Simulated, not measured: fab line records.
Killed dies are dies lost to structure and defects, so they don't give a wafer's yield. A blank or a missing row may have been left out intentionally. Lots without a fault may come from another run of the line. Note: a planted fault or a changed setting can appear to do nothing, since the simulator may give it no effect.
Struck lot and sound lot, side by side	flow rit_cmos	15 out of 202 route steps
Sound: these wafers, L166.3, L166.5, L166.6. Wafers struck: L173.1, L173.2, L173.4. The cause comes at the end.
Order at every step that has rows: each side's tool, ch and its chambers, its first start. Under that, the readings that differ: sound wafers	struck wafers	difference of the means	sigmas: that difference in standard deviations of wafers without a fault.
alike: readings whose means differ by less than 2 such deviations, and words and numbers that are the same on both sides. not compared: withheld readings, readings that some wafer has no value for, bounds like >300 that may hide the same value, and numbers for which the record gives no deviation and whose values overlap.
The two part at a step that has a row with sigmas, a row that says differs or no value, or rows on one side only. Numbers that have no deviation but don't overlap get no sigmas and don't part them. Lack of a reading on every wafer of one side parts them only where that side has two or more wafers.

RIT_NSD_OVL_MEAS_06:
  sound: overlay-01 at day 3 14:23; struck: overlay-02 at day 4 23:16
  alike: NSD_OVL
then, 2 steps without rows for these wafers: RIT_NSD_HARDBAKE_07 (time 60 s); RIT_NSD_IMPLANT_08.
RIT_NSD_STRIP_09: strips in O2, time 180 s.
  sound on plasma_asher-03 ch 0,1, day 3 14:47; struck on plasma_asher-03 ch 0,1, day 4 23:36
  alike: drypump_motor_current_A
  not compared: rf_hours_counter_h
RIT_NSD_TW_MEAS_10:
  sound: film_metro-02 at day 3 14:55; struck: film_metro-02 at day 4 23:46
  alike: NSD_TW
then, 6 steps without rows for these wafers: RIT_PSD_HMDS_00 (prime time 60 s); RIT_PSD_COAT_01 (resist thk 1000 nm); RIT_PSD_SOFTBAKE_02 (time 60 s); RIT_PSD_EXPOSE_03 (exposes mask M10, target cd 40900 nm); RIT_PSD_PEB_04; RIT_PSD_DEVELOP_05 (develop time 50 s).
RIT_PSD_OVL_MEAS_06:
  sound: overlay-01 at day 3 15:56; struck: overlay-02 at day 5 00:41
  alike: PSD_OVL
RIT_PSD_HARDBAKE_07: time 60 s.
  sound on litho_track-02 ch 0, day 3 16:01; struck on litho_track-01 ch 0, day 5 00:43
reading	sound	struck	difference	sigmas
heater_power_total_W (W)	62.50 62.58 62.54	61.10 61.21 61.29	-1.34	-27
plate_temp_C (C)	140.10 140.11 140.22	137.53 137.63 137.54	-2.58	-20
following that, these wafers have no rows for 1 step: RIT_PSD_IMPLANT_08.
RIT_M1_PROBE_99:
  sound: prober-01 at day 4 00:29; struck: prober-02 at day 5 09:42
  alike: killed_at_M0_to_M3, killed_at_front_end, killed_dies, killed_open, killed_short

WHERE THEY PART
Only at RIT_PSD_HARDBAKE_07, as far as this record shows. Later steps at which nothing parts them and some readings are alike: RIT_M1_PROBE_99.

WHY: what the simulator had put in
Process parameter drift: litho_track-01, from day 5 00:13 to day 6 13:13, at RIT_PSD_HARDBAKE_07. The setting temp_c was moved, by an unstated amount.
